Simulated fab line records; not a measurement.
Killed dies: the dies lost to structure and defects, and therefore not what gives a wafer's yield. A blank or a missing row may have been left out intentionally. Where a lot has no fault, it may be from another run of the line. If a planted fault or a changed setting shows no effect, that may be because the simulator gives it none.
A struck lot beside a sound one    flow rit cmos    18 out of 202 route steps
Sound: the wafers L671.1, L671.3, L671.4. Struck: wafers L683.1, L683.4, L683.5. The cause is named last.
For every step that has rows: the tool of each side, followed by ch and its chambers, followed by its first start. Under that, the readings that differ: sound wafers    struck wafers    difference of the means    sigmas: that difference in standard deviations of wafers without a fault.
alike: words and numbers the same on both sides, and readings whose means are apart by under 2 such deviations; not compared: readings that were withheld, readings missing a value for some wafer, numbers with overlapping values and no deviation given by the record, and bounds like >300 which may hide the same value.
A row with sigmas, a row that says differs or no value, or rows on one side alone: a step with any of these is where the two part. When numbers do not overlap yet have no deviation, they are printed without sigmas and do not part them. A reading missing from all wafers of one side parts the sides only when that side holds two or more wafers.

first, 2 steps without rows for these wafers: RIT_PWELL_PEB_04; RIT_PWELL_DEVELOP_05 (develop time 68 s).
RIT_PWELL_OVL_MEAS_06:
  struck on overlay-01, day 6 20:50; sound on overlay-02, day 4 12:05
  alike: PWELL_OVL
then, 2 steps without rows for these wafers: RIT_PWELL_HARDBAKE_07 (time 120 s); RIT_PWELL_IMPLANT_08.
RIT_PWELL_STRIP_09: strips in O2, time 180 s.
  sound on plasma asher-03 ch 0,1, day 4 12:31; struck on plasma asher-04 ch 0,1, day 6 21:16
  alike: drypump motor current A
  not compared: rf hours counter h
RIT_PWELL_TW_MEAS_10:
  struck on film metro-04, day 6 21:26; sound on film metro-04, day 4 12:42
  alike: PWELL_TW
then, 1 step without rows for these wafers: RIT_WELLDRIVE_ANNEAL_00 (time 14700 s).
RIT_WELLDRIVE_RS_MEAS_01: a four-point-probe measurement.
  struck on film metro-01, day 7 02:35; sound on film metro-01, day 4 18:14
  alike: NWELL_RS
RIT_WELLDRIVE_RS_MEAS_02: a four-point-probe measurement.
  struck on film metro-01, day 7 02:42; sound on film metro-01, day 4 18:22
  alike: PWELL_RS
then, 2 steps without rows for these wafers: RIT_NRETRO_HMDS_00 (prime time 60 s); RIT_NRETRO_COAT_01 (resist thk 1300 nm).
RIT_NRETRO_SOFTBAKE_02: time 60 s.
  sound on litho track-04 ch 0, day 4 18:54; struck on litho track-04 ch 0, day 7 03:07
reading                   sound              struck             difference  sigmas
chill plate temp C (C)    23.07 23.09 23.23  22.92 22.94 22.92  -0.20       -2
heater power total W (W)  34.56 34.54 34.68  33.17 33.18 33.21  -1.41       -28
plate temp C (C)          90.03 89.96 90.00  87.40 87.44 87.27  -2.63       -22
then, 2 steps without rows for these wafers: RIT_NRETRO_EXPOSE_03 (exposes mask M4, target cd 43900 nm); RIT_NRETRO_PEB_04.
RIT_NRETRO_DEVELOP_05: develop time 68 s.
  sound on litho track-04 ch 0; struck on litho track-02 ch 0
  alike: chill plate temp C
  not compared: model.NOVOLAK_of_NRETRO_COAT_01.thk nm
RIT_NRETRO_OVL_MEAS_06:
  struck on overlay-01, day 7 03:42; sound on overlay-01, day 4 19:37
  alike: NRETRO_OVL
RIT_M1_PROBE_99:
  struck on prober-02, day 8 11:46; sound on prober-02, day 6 02:41
  alike: killed at contacts, killed at front end, killed dies, killed open, killed short

== WHERE THEY PART ==
RIT_NRETRO_SOFTBAKE_02 only, going by this record. Later steps at which nothing parts them and some readings are alike: RIT_NRETRO_DEVELOP_05, RIT_NRETRO_OVL_MEAS_06, RIT_M1_PROBE_99.

WHY: whatever the simulator had introduced
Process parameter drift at RIT_NRETRO_SOFTBAKE_02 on litho track-04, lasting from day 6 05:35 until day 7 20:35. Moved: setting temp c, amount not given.
